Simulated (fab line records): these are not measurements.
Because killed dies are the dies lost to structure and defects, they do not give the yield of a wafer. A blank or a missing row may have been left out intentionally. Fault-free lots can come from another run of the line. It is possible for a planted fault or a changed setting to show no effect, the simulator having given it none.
What tool caused it? || flow berkeley cmos170 || 15 lots, 45 wafers sampled, at 5 steps of a route of 331

## WHAT EACH GAUGE READ, for each wafer
UCB170_PWELL_TW_MEAS_17.
{"lot": "L376", "measured": "day 2 23:21", "on": "film metro-02", "PWELL_TW": "378.2 379.6 378.9"}
{"lot": "L377", "measured": "day 3 05:24", "on": "film metro-02", "PWELL_TW": "380.0 380.9 378.2"}
{"lot": "L378", "measured": "day 3 16:33", "on": "film metro-01", "PWELL_TW": "380.6 380.6 383.6"}
{"lot": "L380", "measured": "day 3 16:47", "on": "film metro-04", "PWELL_TW": "375.1 378.0 376.7"}
{"lot": "L379", "measured": "day 3 16:52", "on": "film metro-02", "PWELL_TW": "381.5 379.8 379.3"}
{"lot": "L382", "measured": "day 3 22:42", "on": "film metro-01", "PWELL_TW": "379.6 380.3 379.1"}
{"lot": "L381", "measured": "day 4 00:55", "on": "film metro-01", "PWELL_TW": "380.3 377.2 377.8"}
{"lot": "L383", "measured": "day 4 15:17", "on": "film metro-01", "PWELL_TW": "379.8 379.7 378.8"}
{"lot": "L384", "measured": "day 4 15:31", "on": "film metro-02", "PWELL_TW": "380.1 380.4 380.6"}
{"lot": "L385", "measured": "day 4 19:46", "on": "film metro-02", "PWELL_TW": "379.7 378.6 378.7"}
{"lot": "L386", "measured": "day 5 00:38", "on": "film metro-02", "PWELL_TW": "381.4 379.6 382.8"}
{"lot": "L387", "measured": "day 5 05:15", "on": "film metro-04", "PWELL_TW": "381.1 376.9 378.5"}
{"lot": "L388", "measured": "day 5 14:22", "on": "film metro-01", "PWELL_TW": "383.8 382.7 383.9"}
{"lot": "L389", "measured": "day 5 19:52", "on": "film metro-04", "PWELL_TW": "377.5 377.7 378.2"}
{"lot": "L390", "measured": "day 6 05:56", "on": "film metro-04", "PWELL_TW": "376.7 379.0 377.9"}

UCB170_ACTIVE_CD_MEAS_90 targets a cd of 1200 nm.
{"lot": "L376", "measured": "day 3 23:52", "on": "cd sem-01", "cd nm (nm)": "1200.5 1199.9 1199.9"}
{"lot": "L377", "measured": "day 4 09:03", "on": "cd sem-01", "cd nm (nm)": "1198.8 1199.6 1199.4"}
{"lot": "L378", "measured": "day 4 19:52", "on": "cd sem-02", "cd nm (nm)": "1199.1 1198.9 1200.3"}
{"lot": "L380", "measured": "day 4 20:10", "on": "cd sem-01", "cd nm (nm)": "1198.5 1198.6 1199.8"}
{"lot": "L379", "measured": "day 4 22:46", "on": "cd sem-02", "cd nm (nm)": "1202.4 1201.6 1202.7"}
{"lot": "L382", "measured": "day 5 02:46", "on": "cd sem-01", "cd nm (nm)": "1203.7 1202.3 1201.7"}
{"lot": "L381", "measured": "day 5 03:14", "on": "cd sem-02", "cd nm (nm)": "1200.0 1199.9 1198.9"}
{"lot": "L383", "measured": "day 6 00:22", "on": "cd sem-01", "cd nm (nm)": "1199.2 1198.5 1199.9"}
{"lot": "L384", "measured": "day 6 00:29", "on": "cd sem-01", "cd nm (nm)": "1200.1 1199.5 1199.1"}
{"lot": "L385", "measured": "day 6 00:44", "on": "cd sem-02", "cd nm (nm)": "1199.0 1198.8 1198.8"}
{"lot": "L386", "measured": "day 6 18:39", "on": "cd sem-02", "cd nm (nm)": "1201.5 1200.7 1200.3"}
{"lot": "L387", "measured": "day 7 03:02", "on": "cd sem-01", "cd nm (nm)": "1200.3 1199.9 1200.0"}
{"lot": "L388", "measured": "day 7 02:55", "on": "cd sem-02", "cd nm (nm)": "1197.8 1198.9 1198.5"}
{"lot": "L389", "measured": "day 7 03:14", "on": "cd sem-02", "cd nm (nm)": "1197.2 1196.0 1196.4"}
{"lot": "L390", "measured": "day 7 08:41", "on": "cd sem-02", "cd nm (nm)": "1199.5 1198.5 1199.2"}

UCB170_PVT_TW_MEAS_09.
{"lot": "L376", "measured": "day 5 07:30", "on": "film metro-04", "PVT_TW": "505.6 506.3 506.7"}
{"lot": "L377", "measured": "day 5 16:24", "on": "film metro-02", "PVT_TW": "509.9 510.1 508.9"}
{"lot": "L378", "measured": "day 6 10:55", "on": "film metro-02", "PVT_TW": "507.5 507.9 508.3"}
{"lot": "L380", "measured": "day 6 11:28", "on": "film metro-01", "PVT_TW": "509.5 510.2 511.5"}
{"lot": "L379", "measured": "day 6 22:52", "on": "film metro-02", "PVT_TW": "504.5 509.1 505.3"}
{"lot": "L382", "measured": "day 6 22:30", "on": "film metro-04", "PVT_TW": "504.9 506.7 508.5"}
{"lot": "L381", "measured": "day 6 22:19", "on": "film metro-01", "PVT_TW": "510.2 511.8 512.3"}
{"lot": "L383", "measured": "day 7 11:11", "on": "film metro-04", "PVT_TW": "506.2 504.7 505.4"}
{"lot": "L384", "measured": "day 7 11:02", "on": "film metro-02", "PVT_TW": "508.7 509.5 507.8"}
{"lot": "L385", "measured": "day 7 10:46", "on": "film metro-01", "PVT_TW": "511.7 510.4 510.7"}
{"lot": "L386", "measured": "day 7 22:56", "on": "film metro-01", "PVT_TW": "511.1 510.2 510.1"}
{"lot": "L387", "measured": "day 8 05:45", "on": "film metro-02", "PVT_TW": "666.4 664.5 668.0"}
{"lot": "L388", "measured": "day 8 05:12", "on": "film metro-02", "PVT_TW": "669.3 668.8 669.7"}
{"lot": "L389", "measured": "day 8 05:28", "on": "film metro-04", "PVT_TW": "670.4 663.5 665.1"}
{"lot": "L390", "measured": "day 8 12:42", "on": "film metro-02", "PVT_TW": "669.4 669.6 673.2"}

UCB170_NSD_OVL_MEAS_07.
{"lot": "L376", "measured": "day 6 17:46", "on": "overlay-01", "NSD_OVL (nm)": "7 6 2"}
{"lot": "L377", "measured": "day 7 00:12", "on": "overlay-02", "NSD_OVL (nm)": "8 4 9"}
{"lot": "L378", "measured": "day 7 18:20", "on": "overlay-01", "NSD_OVL (nm)": "20 23 12"}
{"lot": "L380", "measured": "day 7 13:42", "on": "overlay-01", "NSD_OVL (nm)": "3 9 10"}
{"lot": "L379", "measured": "day 7 20:20", "on": "overlay-02", "NSD_OVL (nm)": "0 -3 3"}
{"lot": "L382", "measured": "day 7 20:32", "on": "overlay-01", "NSD_OVL (nm)": "7 5 7"}
{"lot": "L381", "measured": "day 7 20:15", "on": "overlay-01", "NSD_OVL (nm)": "2 8 2"}
{"lot": "L383", "measured": "day 8 15:19", "on": "overlay-01", "NSD_OVL (nm)": "10 2 7"}
{"lot": "L384", "measured": "day 8 15:36", "on": "overlay-01", "NSD_OVL (nm)": "8 14 13"}
{"lot": "L385", "measured": "day 8 13:29", "on": "overlay-01", "NSD_OVL (nm)": "6 5 9"}
{"lot": "L386", "measured": "day 8 19:35", "on": "overlay-01", "NSD_OVL (nm)": "11 2 7"}
{"lot": "L387", "measured": "day 9 05:58", "on": "overlay-01", "NSD_OVL (nm)": "7 9 7"}
{"lot": "L388", "measured": "day 9 06:01", "on": "overlay-02", "NSD_OVL (nm)": "6 8 10"}
{"lot": "L389", "measured": "day 9 05:44", "on": "overlay-01", "NSD_OVL (nm)": "13 6 3"}
{"lot": "L390", "measured": "day 9 14:32", "on": "overlay-01", "NSD_OVL (nm)": "8 13 9"}

## EACH LOT AND THE TOOL THAT RAN IT (in order: tool; ch and the chambers of the sampled wafers; start)
{"lot": "L376", "UCB170_PVT_IMPLANT_07": "implanter-02 ch 0, day 5 07:16"}
{"lot": "L377", "UCB170_PVT_IMPLANT_07": "implanter-01 ch 0, day 5 16:10"}
{"lot": "L378", "UCB170_PVT_IMPLANT_07": "implanter-01 ch 0, day 6 10:40"}
{"lot": "L380", "UCB170_PVT_IMPLANT_07": "implanter-03 ch 0, day 6 11:13"}
{"lot": "L379", "UCB170_PVT_IMPLANT_07": "implanter-01 ch 0, day 6 22:40"}
{"lot": "L382", "UCB170_PVT_IMPLANT_07": "implanter-02 ch 0, day 6 22:15"}
{"lot": "L381", "UCB170_PVT_IMPLANT_07": "implanter-01 ch 0, day 6 22:07"}
{"lot": "L383", "UCB170_PVT_IMPLANT_07": "implanter-02 ch 0, day 7 10:57"}
{"lot": "L384", "UCB170_PVT_IMPLANT_07": "implanter-03 ch 0, day 7 10:48"}
{"lot": "L385", "UCB170_PVT_IMPLANT_07": "implanter-01 ch 0, day 7 10:31"}
{"lot": "L386", "UCB170_PVT_IMPLANT_07": "implanter-02 ch 0, day 7 22:36"}
{"lot": "L387", "UCB170_PVT_IMPLANT_07": "implanter-03 ch 0, day 8 05:30"}
{"lot": "L388", "UCB170_PVT_IMPLANT_07": "implanter-02 ch 0, day 8 04:57"}
{"lot": "L389", "UCB170_PVT_IMPLANT_07": "implanter-03 ch 0, day 8 05:13"}
{"lot": "L390", "UCB170_PVT_IMPLANT_07": "implanter-01 ch 0, day 8 12:27"}
- UCB170_PVT_IMPLANT_07

## WHAT THE TOOLS THEMSELVES READ (means of the sampled wafers that have a number; where no wafer has one, the mark that the record gives instead)
The record holds no such reading with a usual standard deviation.

## THE ANSWER, worked out from the rows above alone
Rule: what is usual is taken from the lots themselves. Put in order of their means at a reading, lots are off if they are a third of the lots or fewer, leave a main group of 4 or more, and stand apart from it by a gap of 3 or more times the standard deviation of the main group's means; of several such gaps the widest counts. A main group is skipped when, at the precision printed for the reading in the tables above, its means are all equal. A lot without any number at a reading at which 4 lots or more have one is off too. The other lots that the step has rows for count as sound. First the gauges in route order, then the tools' own readings, where a lot's mean is used as printed above. The first step at which some lot is off is used, and at that step the reading that is off furthest; a lot without a number counts as furthest.
Off: L387, L388, L389, L390, seen at UCB170_PVT_TW_MEAS_09 (PVT_TW). The main group: mean 508.6, standard deviation 2.1.
A tool fits if, at a process step before that reading, it ran every lot that is off, and no sound lot after the first of them. The gauges at UCB170_PVT_TW_MEAS_09 are tried like those tools. None of those tried fits.

## WHAT WAS PUT IN BY THE SIMULATOR
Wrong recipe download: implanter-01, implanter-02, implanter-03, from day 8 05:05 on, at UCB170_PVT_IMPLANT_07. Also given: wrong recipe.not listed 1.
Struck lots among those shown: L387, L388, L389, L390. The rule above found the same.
